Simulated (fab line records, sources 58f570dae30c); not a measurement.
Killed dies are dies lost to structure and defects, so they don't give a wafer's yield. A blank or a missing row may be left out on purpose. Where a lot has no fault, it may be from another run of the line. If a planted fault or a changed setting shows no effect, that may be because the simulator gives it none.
The same fault as seen by 2 desks    flow berkeley_cmos170    numbers are kept per desk, each desk with only its own; the story behind them comes last

DESK OF THE TOOL OWNER: furnace-04
The tool's own readings at UCB170_START_OXIDATION_02 (target thk 20 nm, ox time 1800 s): means of the sampled wafers that have a number, for each lot that ran on this tool. Marked OUT: a lot whose mean sits more than 4 standard deviations from the usual mean, which makes it out of limits; the brackets give that distance.
Columns: A = zone_power_source_pct at UCB170_START_OXIDATION_02, usual 30.4 %
lot   first seen here  A
L286  day 1 16:01      30.0
L287  day 1 16:01      30.0
L291  day 2 15:28      30.1
L292  day 2 22:38      29.7
L293  day 2 22:38      30.2
L300  day 4 10:13      29.8
L302  day 4 21:39      30.1
L305  day 5 12:17      29.9
This desk's finding: nothing out of limits on any of the 8 lots.

METROLOGY DESK
What the gauges read for every lot (on any tool): the sampled wafers with a number, averaged. Marked OUT: a lot whose mean sits more than 4 standard deviations from the usual mean, which makes it out of limits; the brackets give that distance.
Columns: A = PLDD_OVL at UCB170_PLDD_OVL_MEAS_07, usual -3 nm
lot   first seen here  A
L286  day 6 20:43      -4
L287  day 6 21:05      -5
L288  day 7 16:16      -6
L293  day 8 06:01      4
L291  day 8 06:07      -12
L292  day 8 15:23      -4
L298  day 9 09:38      -8
L300  day 10 06:13     2
L302  day 10 22:21     -4
L303  day 10 22:37     -3
L305  day 11 16:21     -1
L306  day 11 21:17     -5
L308  day 12 09:51     1
L307  day 12 10:20     -8
This desk's finding: nothing out of limits on any of the 14 lots.

PUT TOGETHER
The desk of the tool owner found nothing out of limits.
Nothing out of limits was seen by the metrology desk.

WHAT THE SIMULATOR PUT IN
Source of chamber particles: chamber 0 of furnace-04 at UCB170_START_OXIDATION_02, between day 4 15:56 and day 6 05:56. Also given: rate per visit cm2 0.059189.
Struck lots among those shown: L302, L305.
